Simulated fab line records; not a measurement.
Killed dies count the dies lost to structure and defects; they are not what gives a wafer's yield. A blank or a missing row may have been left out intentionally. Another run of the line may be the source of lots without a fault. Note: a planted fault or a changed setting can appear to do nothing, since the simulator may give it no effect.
One fault through the eyes of 2 desks | flow ritCmos | only its own numbers are on each desk; what lay behind them is given at the end

FROM THE METROLOGY DESK
What the gauges read, lot by lot, whatever tool the lot ran on: means of the sampled wafers that have a number. If a lot's mean is further than 4 standard deviations from the usual mean, the lot is out of limits and carries the mark OUT (the distance appears in the brackets).
Columns: A = FOX2_OXIDE_THK at RIT_FOX2_THK_MEAS_01, usual 351 nm; B = PRETRO_OVL at RIT_PRETRO_OVL_MEAS_06, usual 0.2 nm; C = CONTACT_TEOS_THK at RIT_CONTACT_THK_MEAS_01, usual 400 nm
lot  | first seen here | A   | B    | C
L447 | day 1 20:47     | 350 | 1.4  | 404
L448 | day 2 02:34     | 347 | 1.0  | 404
L450 | day 2 11:13     | 360 | 1.5  | 400
L451 | day 2 17:02     | 358 | -0.6 | 402
L452 | day 2 22:13     | 356 | -0.7 | 401
L454 | day 3 05:59     | 355 | 0.7  | 407
L455 | day 3 12:26     | 339 | 1.0  | 405
L456 | day 3 16:24     | 347 | -0.7 | 395
L459 | day 4 07:09     | 354 | 0.1  | 400
L465 | day 5 15:08     | 357 | 0.1  | 444 (+7.8) OUT
L467 | day 5 23:49     | 353 | -0.6 | 393
L469 | day 6 09:17     | 359 | -0.2 | 402
L470 | day 6 14:08     | 347 | 0.5  | 397
This desk's result: L465 out of limits, first on L465 (CONTACT_TEOS_THK at RIT_CONTACT_THK_MEAS_01), day 7 01:48. L447, L448, L450, L451, L452, L454, L455, L456, L459, L467, L469, L470: within limits.

AT THE TOOL OWNER'S DESK: pecvd-02
The tool's own readings at RIT_CONTACT_CVD_00 (deposits SiO2 from TEOS, target thk 400 nm, time 61 s): means of the sampled wafers that have a number, for each lot that ran on this tool. If a lot's mean is further than 4 standard deviations from the usual mean, the lot is out of limits and carries the mark OUT (the distance appears in the brackets).
Columns: A = heaterPowerW at RIT_CONTACT_CVD_00, usual 324 W
lot  | first seen here | A
L448 | day 3 13:22     | 369
L451 | day 4 03:20     | 339
L456 | day 5 01:20     | 298
L459 | day 5 19:56     | 333
L465 | day 7 01:44     | 325
Result from this desk: across the 5 lots, nothing is out of limits.

PUT TOGETHER
An alarm was possible from the metrology desk at day 7 01:48, on L465.
The tool owner's desk saw nothing out of limits.
On record at the tool owner's desk: L465, within its limits.
The lots listed all ran RIT_CONTACT_CVD_00 on pecvd-02.

WHAT HAD BEEN PUT IN BY THE SIMULATOR
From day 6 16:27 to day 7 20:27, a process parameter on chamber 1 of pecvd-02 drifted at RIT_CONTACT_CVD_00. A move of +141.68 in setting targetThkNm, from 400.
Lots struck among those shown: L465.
Delay in hours, fault start to first out-of-limits reading, per desk: metrology desk 9.
